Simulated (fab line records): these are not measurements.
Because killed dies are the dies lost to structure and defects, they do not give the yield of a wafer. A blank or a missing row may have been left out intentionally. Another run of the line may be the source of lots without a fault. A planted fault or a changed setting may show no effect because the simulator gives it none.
Which tool is to blame? | flow berkeley_cmos170 | 13 lots, 39 wafers sampled, at 4 steps of a route of 331

== WHAT EACH GAUGE READ, for each wafer ==
UCB170_NWELL_THK_MEAS_02. Usual: NWELL_OXIDE_THK gives 26.4 nm (standard deviation 0.46).
lot  | measured    | on            | NWELL_OXIDE_THK (nm) | flag
L988 | day 1 22:08 | film_metro-03 | 26.3 26.5 26.0       |
L990 | day 2 09:10 | film_metro-02 | 26.2 26.9 26.4       |
L989 | day 2 09:10 | film_metro-04 | 26.6 26.3 26.9       |
L991 | day 2 15:59 | film_metro-02 | 26.8 26.1 26.1       |
L992 | day 2 23:16 | film_metro-02 | 25.8 25.8 25.5       |
L993 | day 2 23:16 | film_metro-03 | 27.0 26.6 27.1       |
L997 | day 4 00:34 | film_metro-04 | 26.3 26.0 26.5       |
L998 | day 4 04:30 | film_metro-03 | 26.7 27.1 26.9       |
L100 | day 4 11:26 | film_metro-04 | 26.2 26.2 26.2       |
L101 | day 4 18:44 | film_metro-03 | 26.1 25.6 25.6       |
L106 | day 5 15:04 | film_metro-04 | 26.8 26.8 26.9       |
L108 | day 6 04:40 | film_metro-02 | 26.3 26.1 25.9       |
L111 | day 6 19:52 | film_metro-02 | 26.4 26.5 26.8       |

UCB170_PWELL_THK_MEAS_06. Usual: PWELL_NITRIDE_THK gives 219.4 nm (standard deviation 2.6).
lot  | measured    | on            | PWELL_NITRIDE_THK (nm) | flag
L988 | day 2 22:23 | film_metro-04 | 220.3 221.1 220.4      |
L990 | day 3 07:16 | film_metro-04 | 220.5 221.6 222.5      |
L989 | day 3 07:16 | film_metro-03 | 219.3 220.9 219.8      |
L991 | day 3 17:00 | film_metro-01 | 222.3 220.8 221.4      |
L992 | day 3 22:45 | film_metro-01 | 216.2 215.8 218.6      |
L993 | day 3 22:45 | film_metro-04 | 215.9 214.2 214.5      |
L997 | day 5 04:56 | film_metro-03 | 186.2 184.4 184.4      | OFF
L998 | day 5 04:55 | film_metro-04 | 184.7 184.0 184.5      | OFF
L100 | day 5 08:47 | film_metro-01 | 221.8 221.5 222.2      |
L101 | day 5 18:44 | film_metro-04 | 223.6 223.8 222.8      |
L106 | day 6 13:37 | film_metro-04 | 221.7 221.8 223.0      |
L108 | day 7 03:19 | film_metro-04 | 219.3 220.9 218.8      |
L111 | day 7 20:42 | film_metro-04 | 221.6 219.5 220.3      |

== WHICH TOOL RAN EACH LOT (tool, then ch and the chambers of the sampled wafers, then the start) ==
lot  | UCB170_NWELL_STRIP_15               | UCB170_PWELL_CVD_05
L988 | plasma_asher-02 ch 0,1, day 2 08:59 | lpcvd-01 ch 0, day 2 20:27
L990 | plasma_asher-02 ch 0,1, day 2 16:34 | lpcvd-01 ch 1, day 3 05:21
L989 | plasma_asher-04 ch 0,1, day 2 16:41 | lpcvd-01 ch 0, day 3 05:21
L991 | plasma_asher-02 ch 0,1, day 3 00:52 | lpcvd-02 ch 0, day 3 15:05
L992 | plasma_asher-02 ch 0,1, day 3 06:32 | lpcvd-02 ch 0, day 3 20:50
L993 | plasma_asher-04 ch 0,1, day 3 06:49 | lpcvd-02 ch 1, day 3 20:50
L997 | plasma_asher-02 ch 1, day 4 10:09   | lpcvd-02 ch 1, day 5 03:00
L998 | plasma_asher-03 ch 0,1, day 4 09:54 | lpcvd-02 ch 1, day 5 03:00
L100 | plasma_asher-04 ch 0,1, day 4 19:16 | lpcvd-01 ch 1, day 5 06:51
L101 | plasma_asher-04 ch 0,1, day 5 04:02 | lpcvd-01 ch 0, day 5 15:52
L106 | plasma_asher-03 ch 0,1, day 5 22:50 | lpcvd-01 ch 1, day 6 11:41
L108 | plasma_asher-04 ch 0,1, day 6 12:23 | lpcvd-01 ch 1, day 7 01:23
L111 | plasma_asher-02 ch 0,1, day 7 03:20 | lpcvd-01 ch 1, day 7 18:46
- UCB170_NWELL_STRIP_15: strips in O2.
- UCB170_PWELL_CVD_05: deposits Si3N4 from SiH2Cl2/NH3, target thk 220 nm, time 3300 s.

== WHAT THE TOOLS THEMSELVES READ (means of the sampled wafers that have a number; where no wafer has one, the mark that the record gives instead) ==
UCB170_NWELL_STRIP_15. Usual: drypump_motor_current_A 5.74 A, standard deviation 0.14; oes_product_au 0.720 a.u., standard deviation 0.0049; strip_time_to_endpoint_s 18.07 s, standard deviation 0.085.
lot  | tool            | drypump_motor_current_A (A) | oes_product_au (a.u.) | strip_time_to_endpoint_s (s) | flag
L988 | plasma_asher-02 | 5.68                        | 0.725                 | 18.01                        |
L990 | plasma_asher-02 | 5.74                        | 0.723                 | 18.05                        |
L989 | plasma_asher-04 | 5.80                        | 0.725                 | 18.02                        |
L991 | plasma_asher-02 | 5.74                        | 0.718                 | 18.21                        |
L992 | plasma_asher-02 | 5.73                        | 0.722                 | 18.14                        |
L993 | plasma_asher-04 | 5.79                        | 0.718                 | 18.12                        |
L997 | plasma_asher-02 | 5.79                        | 0.719                 | 18.11                        |
L998 | plasma_asher-03 | 5.58                        | 0.719                 | 18.10                        |
L100 | plasma_asher-04 | 5.84                        | 0.717                 | 18.05                        |
L101 | plasma_asher-04 | 5.83                        | 0.720                 | 18.14                        |
L106 | plasma_asher-03 | 5.72                        | 0.723                 | 18.10                        |
L108 | plasma_asher-04 | 5.83                        | 0.720                 | 18.13                        |
L111 | plasma_asher-02 | 5.75                        | 0.721                 | 18.06                        |

UCB170_PWELL_CVD_05. Usual: nh3_flow_sccm reads 75.00 sccm (standard deviation 0.21).
lot  | tool     | nh3_flow_sccm (sccm) | flag
L988 | lpcvd-01 | 74.87                |
L990 | lpcvd-01 | 75.01                |
L989 | lpcvd-01 | 75.01                |
L991 | lpcvd-02 | 75.08                |
L992 | lpcvd-02 | 75.04                |
L993 | lpcvd-02 | 75.31                |
L997 | lpcvd-02 | 60.20                | OFF
L998 | lpcvd-02 | 60.09                | OFF
L100 | lpcvd-01 | 75.14                |
L101 | lpcvd-01 | 75.09                |
L106 | lpcvd-01 | 74.86                |
L108 | lpcvd-01 | 74.72                |
L111 | lpcvd-01 | 74.72                |

== THE ANSWER, worked out from the rows above alone ==
Rule: lot off if the mean of its wafers having a number is beyond 3 standard deviations from the usual mean. A lot without any number at a reading at which 4 lots or more have one is off too. The other lots that the step has rows for count as sound. First the gauges in route order, then the tools' own readings, where a lot's mean is used as printed above. At the first step where some lot is off, the reading lying furthest off is the one used; lots without a number count as furthest.
Off: L997, L998, seen at UCB170_PWELL_THK_MEAS_06 (PWELL_NITRIDE_THK).
If a tool, at a process step before that reading, ran all the lots that are off and no sound lot after the first of them, it fits. Not tried: the gauges at UCB170_PWELL_THK_MEAS_06; whatever is off there is also off at UCB170_PWELL_CVD_05, on other tools, and gauge error can't account for it. One fits: UCB170_PWELL_CVD_05 on lpcvd-02. A fault onset in the window from L992 (day 3 20:50, its last sound lot) to L997 (day 5 03:00, its first lot off) fits.
The tool's own readings at UCB170_PWELL_CVD_05 bear it out: on the lots that are off they differ by more than 5 times the standard deviation of the sound lots' means. nh3_flow_sccm reads 60.15 sccm there against 74.99 sccm on the sound lots.

== WHAT WAS PUT IN BY THE SIMULATOR ==
lpcvd-02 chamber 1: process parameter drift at UCB170_PWELL_CVD_05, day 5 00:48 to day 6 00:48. A move of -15 in setting nh3_flow_sccm, from 75. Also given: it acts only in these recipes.
Lots struck among those shown: L997, L998. The rule above reached the same finding.
